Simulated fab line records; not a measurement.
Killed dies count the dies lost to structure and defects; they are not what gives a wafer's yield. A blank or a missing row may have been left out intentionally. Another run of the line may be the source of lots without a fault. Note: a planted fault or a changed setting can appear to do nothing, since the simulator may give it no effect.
Which tool was responsible? / flow berkeleyCmos170 / 7 lots, 21 wafers sampled, at 3 steps of a route of 331

## WHAT THE GAUGES SHOWED, per wafer
UCB170_FIELD_THK_MEAS_91.
lot=L360; measured=day 6 15:08; on=filmMetro-03; FIELD_OXIDE_LEFT_2_THK (nm)=371 376 375
lot=L364; measured=day 7 15:32; on=filmMetro-01; FIELD_OXIDE_LEFT_2_THK (nm)=377 376 375
lot=L371; measured=day 9 04:14; on=filmMetro-01; FIELD_OXIDE_LEFT_2_THK (nm)=352 346 347
lot=L373; measured=day 9 09:31; on=filmMetro-04; FIELD_OXIDE_LEFT_2_THK (nm)=336 338 345
lot=L375; measured=day 9 18:38; on=filmMetro-03; FIELD_OXIDE_LEFT_2_THK (nm)=351 348 360
lot=L379; measured=day 10 11:08; on=filmMetro-03; FIELD_OXIDE_LEFT_2_THK (nm)=355 360 355
lot=L382; measured=day 11 01:29; on=filmMetro-04; FIELD_OXIDE_LEFT_2_THK (nm)=346 342 350

## EACH LOT AND THE TOOL THAT RAN IT (in order: tool; ch and the chambers of the sampled wafers; start)
lot=L360; UCB170_START_OXIDATION_02=furnace-04 ch 0, day 1 19:35; UCB170_PWELL_ETCH_14=rieDiel-03 ch 0,3, day 3 14:20
lot=L364; UCB170_START_OXIDATION_02=furnace-04 ch 0, day 2 15:21; UCB170_PWELL_ETCH_14=rieDiel-01 ch 0,2,3, day 4 12:54
lot=L371; UCB170_START_OXIDATION_02=furnace-02 ch 0, day 4 04:45; UCB170_PWELL_ETCH_14=rieDiel-04 ch 0,2,3, day 5 22:25
lot=L373; UCB170_START_OXIDATION_02=furnace-02 ch 0, day 4 10:30; UCB170_PWELL_ETCH_14=rieDiel-03 ch 1,2, day 6 07:53
lot=L375; UCB170_START_OXIDATION_02=furnace-02 ch 0, day 5 01:07; UCB170_PWELL_ETCH_14=rieDiel-01 ch 2,3, day 6 23:07
lot=L379; UCB170_START_OXIDATION_02=furnace-04 ch 0, day 5 16:22; UCB170_PWELL_ETCH_14=rieDiel-04 ch 1,2,3, day 7 15:43
lot=L382; UCB170_START_OXIDATION_02=furnace-02 ch 0, day 6 09:03; UCB170_PWELL_ETCH_14=rieDiel-01 ch 0,1,3, day 8 09:02
- UCB170_START_OXIDATION_02: target thk 20 nm, ox time 1800 s.
- UCB170_PWELL_ETCH_14: etches Si3N4 in CH3F/Ar/O2, stops on SiO2, target depth 242 nm, time 151 s.

## THE ANSWER, worked out from the rows above alone
Rule: usual is defined by the lots themselves. The widest of any qualifying gaps counts: lots, ordered by their means at a reading, are off when they make up no more than a third of the lots, leave a main group of 4 or more, and stand apart from it by 3 or more times the standard deviation of that group's means. If all means in a main group match to the digits the tables above print for the reading, that group is not used. Also off: a lot with no number at a reading for which 4 or more lots have one. Where the step has rows for the other lots, those lots are counted as sound.
No lot is off at any reading shown: from this, nothing can be told.

## WHAT THE SIMULATOR PUT IN
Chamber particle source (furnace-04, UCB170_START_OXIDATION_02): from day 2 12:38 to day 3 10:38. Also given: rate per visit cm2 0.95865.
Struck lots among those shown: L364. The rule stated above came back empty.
